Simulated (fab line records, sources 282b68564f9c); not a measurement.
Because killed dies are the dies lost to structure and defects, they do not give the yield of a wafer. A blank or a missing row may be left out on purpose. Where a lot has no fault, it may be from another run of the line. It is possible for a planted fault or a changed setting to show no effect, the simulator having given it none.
Split-lot study | flow rit-cmos | 5 lots, 23 wafers read, on a route of 202 steps

== THE SPLIT ==
At RIT_NRETRO_SOFTBAKE_02 (time 60 s), the setting temp-c was moved away from the recipe's 90 C on 8 of the 23 wafers read, by +1.9% to +3.8%. All remaining wafers had this setting at the recipe value.

The reading is taken at the split's own step.

== THE READING ==
NOVOLAK_of_NRETRO_COAT_01.thk-nm (the simulator's own value, which no gauge read), in nm, at RIT_NRETRO_SOFTBAKE_02 (time 60 s). No usual value for it is given in the file. Here, 15 wafers ran the recipe; their average is 1302 nm with a standard deviation of 5.3 nm.

wafer  | tool, chamber at the split | temp-c as run, C | against the recipe | NOVOLAK_of_NRETRO_COAT_01.thk-nm, nm | against lot-mates on the recipe
L074.1 | litho-track-01, 0          | 93.44            | +3.8%              | 1293                                 | -12
L074.3 | litho-track-01, 0          | 90               | recipe             | 1306                                 | -
L074.4 | litho-track-01, 0          | 93.44            | +3.8%              | 1295                                 | -10
L074.5 | litho-track-01, 0          | 90               | recipe             | 1305                                 | -
L074.6 | litho-track-01, 0          | 93.44            | +3.8%              | 1294                                 | -12
L078.2 | litho-track-04, 0          | 90               | recipe             | 1295                                 | -
L078.4 | litho-track-04, 0          | 90               | recipe             | 1297                                 | -
L078.6 | litho-track-04, 0          | 90               | recipe             | 1298                                 | -
L079.1 | litho-track-02, 0          | 90               | recipe             | 1309                                 | -
L079.3 | litho-track-02, 0          | 90               | recipe             | 1309                                 | -
L079.2 | litho-track-02, 0          | 92.04            | +2.3%              | 1303                                 | -6
L079.4 | litho-track-02, 0          | 92.04            | +2.3%              | 1304                                 | -5
L079.5 | litho-track-02, 0          | 92.04            | +2.3%              | 1302                                 | -7
L081.1 | litho-track-02, 0          | 90               | recipe             | 1306                                 | -
L081.2 | litho-track-02, 0          | 90               | recipe             | 1308                                 | -
L081.4 | litho-track-02, 0          | 91.69            | +1.9%              | 1299                                 | -9
L081.5 | litho-track-02, 0          | 91.69            | +1.9%              | 1303                                 | -5
L081.6 | litho-track-02, 0          | 90               | recipe             | 1310                                 | -
L084.1 | litho-track-04, 0          | 90               | recipe             | 1295                                 | -
L084.2 | litho-track-04, 0          | 90               | recipe             | 1299                                 | -
L084.3 | litho-track-04, 0          | 90               | recipe             | 1299                                 | -
L084.6 | litho-track-04, 0          | 90               | recipe             | 1299                                 | -
L084.4 | litho-track-04, 0          | 90               | recipe             | 1298                                 | -

FIT RESULTS
A straight line over all 23 wafers: NOVOLAK_of_NRETRO_COAT_01.thk-nm changes by -1.54 nm for each +1% of temp-c; r = -0.42; the points scatter about the line by 4.9 nm.
The same after taking each lot's own level away (the mean of its wafers on the recipe; 23 wafers): -2.99 nm for each +1%; r = -0.95; scatter 1.4 nm.
That fit puts the effect of the largest move of temp-c on the reading at 11 nm.
From 1296.7 to 1309.0 nm: that is the span of the lots' own levels, equal to 2.3 times the standard deviation above.
So the lot-to-lot level blurs the effect unless lot-mates are compared.
Check: for one of the wafers moved furthest among these (+3.8%), held out of the fit, the line's prediction against its lot-mates is -11.2 nm. It came out at -12.5 nm against them.

== THE OTHER SPLITS THESE WAFERS WENT THROUGH ==
Other splits were also applied to these wafers ahead of the reading. Each is held against what the fit with the lots' levels taken away leaves over:
other split on the same wafers  | wafers away from the commonest value | r with NOVOLAK_of_NRETRO_COAT_01.thk-nm (lot level and that fit taken away)
RIT_NWELL_COAT_01 spin-rpm      | 5                                    | -0.17
RIT_NWELL_IMPLANT_08 energy-kev | 9                                    | -0.06
RIT_PWELL_IMPLANT_08 dose-cm2   | 8                                    | -0.50

== FILE'S OWN FIT ==
NOVOLAK_of_NRETRO_COAT_01.thk-nm changes by -3.01 nm for each +1% of temp-c, r = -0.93.
